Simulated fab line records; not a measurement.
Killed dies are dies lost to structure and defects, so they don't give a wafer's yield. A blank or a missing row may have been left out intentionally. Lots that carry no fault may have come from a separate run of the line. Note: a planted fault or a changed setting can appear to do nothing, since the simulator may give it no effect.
Comparing a struck lot with a sound one + flow berkeley cmos170 + 24 out of 331 route steps
Sound: wafers L242.3, L242.4, L242.5. Wafers struck: L250.3, L250.4, L250.6. The cause is named last.
For every step that has rows: the tool of each side, followed by ch and its chambers, followed by its first start. Under that, the readings that differ: sound wafers + struck wafers + difference of the means + sigmas: that difference in standard deviations of wafers without a fault.
alike: a reading whose means differ by less than 2 such deviations, as well as words and numbers matching on both sides. not compared: withheld readings; readings where some wafer has no value; bounds like >300 that might hide an equal value; numbers whose values overlap and for which the record gives no deviation.
A row with sigmas, a row that says differs or no value, or rows on one side alone: a step with any of these is where the two part. When numbers do not overlap yet have no deviation, they are printed without sigmas and do not part them. A reading missing from all wafers of one side parts the sides only when that side holds two or more wafers.

first, 4 steps without rows for these wafers: UCB170_PWELL_WET_ETCH_19 (etches Si3N4 in H3PO4, time 14400 s); UCB170_PWELL_WET_ETCH_20 (etches SiO2 in BOE, time 22 s); UCB170_WELLDRIVE_CLEAN_00 (cleans in SPM, time 600 s); UCB170_WELLDRIVE_OXIDATION_01 (target thk 199 nm, ox time 9000 s).
UCB170_WELLDRIVE_THK_MEAS_02:
  sound on film metro-02, day 5 08:22; struck on film metro-01, day 6 12:04
  alike: WELLDRIVE_OXIDE_THK
then, 5 steps without rows for these wafers: UCB170_WELLDRIVE_ANNEAL_03 (time 900 s); UCB170_WELLDRIVE_WET_ETCH_04 (etches SiO2 in BOE, time 120 s); UCB170_ACTIVE_CLEAN_00 (cleans in SPM, time 600 s); UCB170_ACTIVE_CLEAN_01 (cleans in dHF, time 60 s); UCB170_ACTIVE_OXIDATION_02 (target thk 26.4 nm, ox time 1260 s).
UCB170_ACTIVE_THK_MEAS_03:
  sound on film metro-01, day 5 15:59; struck on film metro-01, day 6 23:19
  alike: ACTIVE_OXIDE_THK
then, 1 step without rows for these wafers: UCB170_ACTIVE_ANNEAL_04 (time 900 s).
UCB170_ACTIVE_CVD_05: deposits Si3N4 from SiH2Cl2/NH3, target thk 220 nm, time 3300 s.
  sound on lpcvd-01 ch 1, day 5 19:07; struck on lpcvd-02 ch 0, day 7 06:33
UCB170_ACTIVE_THK_MEAS_06:
  sound on film metro-04, day 5 21:06; struck on film metro-03, day 7 08:29
| reading                 | sound             | struck            | difference | sigmas      |
|-------------------------|-------------------|-------------------|------------|-------------|
| ACTIVE_NITRIDE_THK (nm) | 218.4 220.0 220.1 | 438.6 438.3 441.2 | +219.9     | +99 or more |
then, 6 steps without rows for these wafers: UCB170_ACTIVE_HMDS_07 (prime time 60 s); UCB170_ACTIVE_COAT_08 (resist thk 900 nm); UCB170_ACTIVE_SOFTBAKE_09 (time 60 s); UCB170_ACTIVE_EXPOSE_10 (exposes mask ACTIVE, target cd 1200 nm); UCB170_ACTIVE_PEB_11; UCB170_ACTIVE_DEVELOP_12 (develop time 47.04 s).
UCB170_ACTIVE_CD_MEAS_13 targets a cd of 1200 nm.
  sound on cd sem-01, day 5 22:28; struck on cd sem-02, day 7 09:27
  alike: cd nm
UCB170_ACTIVE_OVL_MEAS_14:
  sound on overlay-01, day 5 22:33; struck on overlay-01, day 7 09:32
  alike: ACTIVE_OVL
UCB170_ACTIVE_ETCH_15: etches Si3N4 in CH3F/Ar/O2, stops on SiO2, target depth 242 nm, time 151 s.
  sound on rie diel-03 ch 0,1,2, day 5 22:34; struck on rie diel-04 ch 0,2,3, day 7 09:34
| reading                  | sound             | struck            | difference | sigmas |
|--------------------------|-------------------|-------------------|------------|--------|
| oes product au (a.u.)    | 0.933 0.933 0.932 | 0.983 0.990 0.984 | +0.053     | +4     |
| model.etch.depth nm (nm) | 218.3 219.9 220.2 | 243 239.8 240.5   | +22        |        |
  alike: drypump motor current A, throttle valve pct
  not compared: rf hours counter h
UCB170_ACTIVE_STRIP_16: strips in O2.
  sound on plasma asher-01 ch 0,1, day 5 22:43; struck on plasma asher-03 ch 0,1, day 7 09:42
  alike: drypump motor current A, oes product au, strip time to endpoint s
  not compared: rf hours counter h

WHERE THEY PART
Last at UCB170_ACTIVE_ETCH_15 as far as this record goes, first at UCB170_ACTIVE_THK_MEAS_06. Later steps at which nothing parts them and some readings are alike: UCB170_ACTIVE_STRIP_16.

WHY: what had been put in by the simulator
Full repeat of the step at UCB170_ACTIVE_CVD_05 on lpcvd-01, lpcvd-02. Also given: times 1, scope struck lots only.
